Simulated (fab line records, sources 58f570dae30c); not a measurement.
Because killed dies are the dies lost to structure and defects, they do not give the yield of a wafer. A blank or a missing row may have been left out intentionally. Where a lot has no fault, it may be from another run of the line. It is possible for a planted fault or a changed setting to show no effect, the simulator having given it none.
What tool caused it? || flow berkeleyCmos170 || Sampling: 15 lots, 45 wafers, 3 of 331 route steps

WHAT EACH GAUGE READ, for each wafer
UCB170_START_THK_MEAS_03. Usual: START_OXIDE_THK gives 20.0 nm (standard deviation 0.31).
{"lot": "L637", "measured": "day 1 15:00", "on": "filmMetro-03", "START_OXIDE_THK (nm)": "20.4 20.5 20.6", "flag": ""}
{"lot": "L640", "measured": "day 2 03:49", "on": "filmMetro-02", "START_OXIDE_THK (nm)": "20.0 20.3 20.4", "flag": ""}
{"lot": "L642", "measured": "day 2 12:43", "on": "filmMetro-03", "START_OXIDE_THK (nm)": "19.0 19.5 19.3", "flag": ""}
{"lot": "L641", "measured": "day 2 12:44", "on": "filmMetro-04", "START_OXIDE_THK (nm)": "20.6 20.4 20.3", "flag": ""}
{"lot": "L643", "measured": "day 2 19:23", "on": "filmMetro-04", "START_OXIDE_THK (nm)": "19.6 19.8 19.7", "flag": ""}
{"lot": "L644", "measured": "day 3 02:07", "on": "filmMetro-03", "START_OXIDE_THK (nm)": "20.0 19.7 19.9", "flag": ""}
{"lot": "L646", "measured": "day 3 11:40", "on": "filmMetro-04", "START_OXIDE_THK (nm)": "19.5 19.7 19.6", "flag": ""}
{"lot": "L647", "measured": "day 3 16:00", "on": "filmMetro-03", "START_OXIDE_THK (nm)": "20.0 19.9 20.0", "flag": ""}
{"lot": "L649", "measured": "day 4 00:32", "on": "filmMetro-03", "START_OXIDE_THK (nm)": "20.2 20.1 20.0", "flag": ""}
{"lot": "L650", "measured": "day 4 07:29", "on": "filmMetro-04", "START_OXIDE_THK (nm)": "19.9 20.2 20.3", "flag": ""}
{"lot": "L651", "measured": "day 4 11:44", "on": "filmMetro-04", "START_OXIDE_THK (nm)": "20.0 20.2 20.1", "flag": ""}
{"lot": "L652", "measured": "day 4 16:20", "on": "filmMetro-02", "START_OXIDE_THK (nm)": "19.9 19.7 20.3", "flag": ""}
{"lot": "L654", "measured": "day 5 02:04", "on": "filmMetro-04", "START_OXIDE_THK (nm)": "20.1 20.1 20.1", "flag": ""}
{"lot": "L658", "measured": "day 6 01:50", "on": "filmMetro-03", "START_OXIDE_THK (nm)": "19.9 19.9 19.9", "flag": ""}
{"lot": "L660", "measured": "day 6 07:15", "on": "filmMetro-03", "START_OXIDE_THK (nm)": "20.2 19.9 19.9", "flag": ""}

UCB170_PWELL_OVL_MEAS_13. Usual: PWELL_OVL gives 1 nm (standard deviation 5).
{"lot": "L637", "measured": "day 3 00:25", "on": "overlay-02", "PWELL_OVL (nm)": "2 8 -2", "flag": ""}
{"lot": "L640", "measured": "day 3 13:00", "on": "overlay-01", "PWELL_OVL (nm)": "6 1 6", "flag": ""}
{"lot": "L642", "measured": "day 3 21:07", "on": "overlay-02", "PWELL_OVL (nm)": "12 4 -2", "flag": ""}
{"lot": "L641", "measured": "day 3 20:56", "on": "overlay-01", "PWELL_OVL (nm)": "-5 -7 -3", "flag": ""}
{"lot": "L643", "measured": "day 4 06:42", "on": "overlay-02", "PWELL_OVL (nm)": "1 0 1", "flag": ""}
{"lot": "L644", "measured": "day 4 22:11", "on": "overlay-02", "PWELL_OVL (nm)": "4 5 1", "flag": ""}
{"lot": "L646", "measured": "day 4 14:13", "on": "overlay-01", "PWELL_OVL (nm)": "-2 3 1", "flag": ""}
{"lot": "L647", "measured": "day 4 22:18", "on": "overlay-02", "PWELL_OVL (nm)": "3 3 9", "flag": ""}
{"lot": "L649", "measured": "day 5 08:41", "on": "overlay-02", "PWELL_OVL (nm)": "1 -7 -4", "flag": ""}
{"lot": "L650", "measured": "day 5 19:31", "on": "overlay-02", "PWELL_OVL (nm)": "-10 -7 -5", "flag": ""}
{"lot": "L651", "measured": "day 5 19:15", "on": "overlay-01", "PWELL_OVL (nm)": "2 0 6", "flag": ""}
{"lot": "L652", "measured": "day 6 07:48", "on": "overlay-01", "PWELL_OVL (nm)": "-2 5 5", "flag": ""}
{"lot": "L654", "measured": "day 6 10:05", "on": "overlay-02", "PWELL_OVL (nm)": "1 0 1", "flag": ""}
{"lot": "L658", "measured": "day 7 06:01", "on": "overlay-02", "PWELL_OVL (nm)": "9 5 7", "flag": ""}
{"lot": "L660", "measured": "day 7 11:14", "on": "overlay-02", "PWELL_OVL (nm)": "4 -10 0", "flag": ""}

EACH LOT AND THE TOOL THAT RAN IT (in order: tool; ch and the chambers of the sampled wafers; start)
{"lot": "L637", "UCB170_ZERO_ETCH_06": "rieDiel-04 ch 1,2, day 1 21:02"}
{"lot": "L640", "UCB170_ZERO_ETCH_06": "rieDiel-02 ch 0,2,3, day 2 06:16"}
{"lot": "L642", "UCB170_ZERO_ETCH_06": "rieDiel-04 ch 1,2, day 2 18:05"}
{"lot": "L641", "UCB170_ZERO_ETCH_06": "rieDiel-03 ch 0,1,3, day 2 17:50"}
{"lot": "L643", "UCB170_ZERO_ETCH_06": "rieDiel-02 ch 0,3, day 2 22:58"}
{"lot": "L644", "UCB170_ZERO_ETCH_06": "rieDiel-04 ch 2,3, day 3 07:23"}
{"lot": "L646", "UCB170_ZERO_ETCH_06": "rieDiel-04 ch 0,1,2, day 3 15:35"}
{"lot": "L647", "UCB170_ZERO_ETCH_06": "rieDiel-03 ch 0,2, day 3 22:27"}
{"lot": "L649", "UCB170_ZERO_ETCH_06": "rieDiel-04 ch 0,2,3, day 4 04:20"}
{"lot": "L650", "UCB170_ZERO_ETCH_06": "rieDiel-04 ch 1,2,3, day 4 11:59"}
{"lot": "L651", "UCB170_ZERO_ETCH_06": "rieDiel-04 ch 0,2,3, day 4 14:11"}
{"lot": "L652", "UCB170_ZERO_ETCH_06": "rieDiel-02 ch 1,2,3, day 4 22:32"}
{"lot": "L654", "UCB170_ZERO_ETCH_06": "rieDiel-02 ch 0,1,3, day 5 06:47"}
{"lot": "L658", "UCB170_ZERO_ETCH_06": "rieDiel-03 ch 0,3, day 6 08:43"}
{"lot": "L660", "UCB170_ZERO_ETCH_06": "rieDiel-03 ch 0,2,3, day 6 11:02"}
- UCB170_ZERO_ETCH_06: etches SiO2 in CHF3/CF4/Ar, time 12 s.

AS READ BY THE TOOLS THEMSELVES (means over the sampled wafers that have a number; for cases with no such wafer, the mark the record gives instead)
UCB170_ZERO_ETCH_06. Usual: cf4FlowSccm 10.000 sccm, standard deviation 0.03; drypumpMotorCurrentA 5.7 A, standard deviation 0.57; mfcArSccm 119.9 sccm, standard deviation 0.37; oesProductAu 0.613 a.u., standard deviation 0.01; throttleValvePct 9.24 %, standard deviation 0.12.
{"lot": "L637", "tool": "rieDiel-04", "cf4FlowSccm (sccm)": 10.047, "drypumpMotorCurrentA (A)": 5.7, "mfcArSccm (sccm)": 120.1, "oesProductAu (a.u.)": 0.605, "throttleValvePct (%)": 9.29, "flag": ""}
{"lot": "L640", "tool": "rieDiel-02", "cf4FlowSccm (sccm)": 10.000, "drypumpMotorCurrentA (A)": 5.2, "mfcArSccm (sccm)": 119.7, "oesProductAu (a.u.)": 0.608, "throttleValvePct (%)": 9.22, "flag": ""}
{"lot": "L642", "tool": "rieDiel-04", "cf4FlowSccm (sccm)": 10.033, "drypumpMotorCurrentA (A)": 5.7, "mfcArSccm (sccm)": 119.7, "oesProductAu (a.u.)": 0.610, "throttleValvePct (%)": 9.28, "flag": ""}
{"lot": "L641", "tool": "rieDiel-03", "cf4FlowSccm (sccm)": 10.021, "drypumpMotorCurrentA (A)": 5.4, "mfcArSccm (sccm)": 120.1, "oesProductAu (a.u.)": 0.620, "throttleValvePct (%)": 9.34, "flag": ""}
{"lot": "L643", "tool": "rieDiel-02", "cf4FlowSccm (sccm)": 9.984, "drypumpMotorCurrentA (A)": 5.2, "mfcArSccm (sccm)": 119.8, "oesProductAu (a.u.)": 0.600, "throttleValvePct (%)": 9.27, "flag": ""}
{"lot": "L644", "tool": "rieDiel-04", "cf4FlowSccm (sccm)": 9.994, "drypumpMotorCurrentA (A)": 6.0, "mfcArSccm (sccm)": 119.9, "oesProductAu (a.u.)": 0.606, "throttleValvePct (%)": 9.34, "flag": ""}
{"lot": "L646", "tool": "rieDiel-04", "cf4FlowSccm (sccm)": 9.983, "drypumpMotorCurrentA (A)": 6.0, "mfcArSccm (sccm)": 120.0, "oesProductAu (a.u.)": 0.608, "throttleValvePct (%)": 9.21, "flag": ""}
{"lot": "L647", "tool": "rieDiel-03", "cf4FlowSccm (sccm)": 10.004, "drypumpMotorCurrentA (A)": 5.9, "mfcArSccm (sccm)": 119.8, "oesProductAu (a.u.)": 0.620, "throttleValvePct (%)": 9.15, "flag": ""}
{"lot": "L649", "tool": "rieDiel-04", "cf4FlowSccm (sccm)": 10.016, "drypumpMotorCurrentA (A)": 6.3, "mfcArSccm (sccm)": 119.9, "oesProductAu (a.u.)": 0.606, "throttleValvePct (%)": 9.26, "flag": ""}
{"lot": "L650", "tool": "rieDiel-04", "cf4FlowSccm (sccm)": 10.004, "drypumpMotorCurrentA (A)": 5.8, "mfcArSccm (sccm)": 119.8, "oesProductAu (a.u.)": 0.606, "throttleValvePct (%)": 9.28, "flag": ""}
{"lot": "L651", "tool": "rieDiel-04", "cf4FlowSccm (sccm)": 10.008, "drypumpMotorCurrentA (A)": 6.3, "mfcArSccm (sccm)": 119.9, "oesProductAu (a.u.)": 0.606, "throttleValvePct (%)": 9.25, "flag": ""}
{"lot": "L652", "tool": "rieDiel-02", "cf4FlowSccm (sccm)": 9.992, "drypumpMotorCurrentA (A)": 5.6, "mfcArSccm (sccm)": 120.0, "oesProductAu (a.u.)": 0.612, "throttleValvePct (%)": 9.18, "flag": ""}
{"lot": "L654", "tool": "rieDiel-02", "cf4FlowSccm (sccm)": 10.017, "drypumpMotorCurrentA (A)": 5.5, "mfcArSccm (sccm)": 119.7, "oesProductAu (a.u.)": 0.608, "throttleValvePct (%)": 9.25, "flag": ""}
{"lot": "L658", "tool": "rieDiel-03", "cf4FlowSccm (sccm)": 9.978, "drypumpMotorCurrentA (A)": 5.1, "mfcArSccm (sccm)": 120.2, "oesProductAu (a.u.)": 0.623, "throttleValvePct (%)": 9.41, "flag": ""}
{"lot": "L660", "tool": "rieDiel-03", "cf4FlowSccm (sccm)": 9.999, "drypumpMotorCurrentA (A)": 5.5, "mfcArSccm (sccm)": 119.7, "oesProductAu (a.u.)": 0.628, "throttleValvePct (%)": 9.28, "flag": ""}

THE ANSWER, worked out from the rows above alone
Rule: a lot counts as off when the mean over its wafers that have a number is more than 3 standard deviations away from the usual mean. A lot without any number at a reading at which 4 lots or more have one is off too. All remaining lots with rows at the step are treated as sound. The gauges are gone through in route order, then the tools' own readings, and for those a lot's mean is taken as printed above. At the first step where some lot is off, the reading lying furthest off is the one used; lots without a number count as furthest.
Nothing can be told from this: no lot is off at any reading shown.

WHAT THE SIMULATOR PUT IN
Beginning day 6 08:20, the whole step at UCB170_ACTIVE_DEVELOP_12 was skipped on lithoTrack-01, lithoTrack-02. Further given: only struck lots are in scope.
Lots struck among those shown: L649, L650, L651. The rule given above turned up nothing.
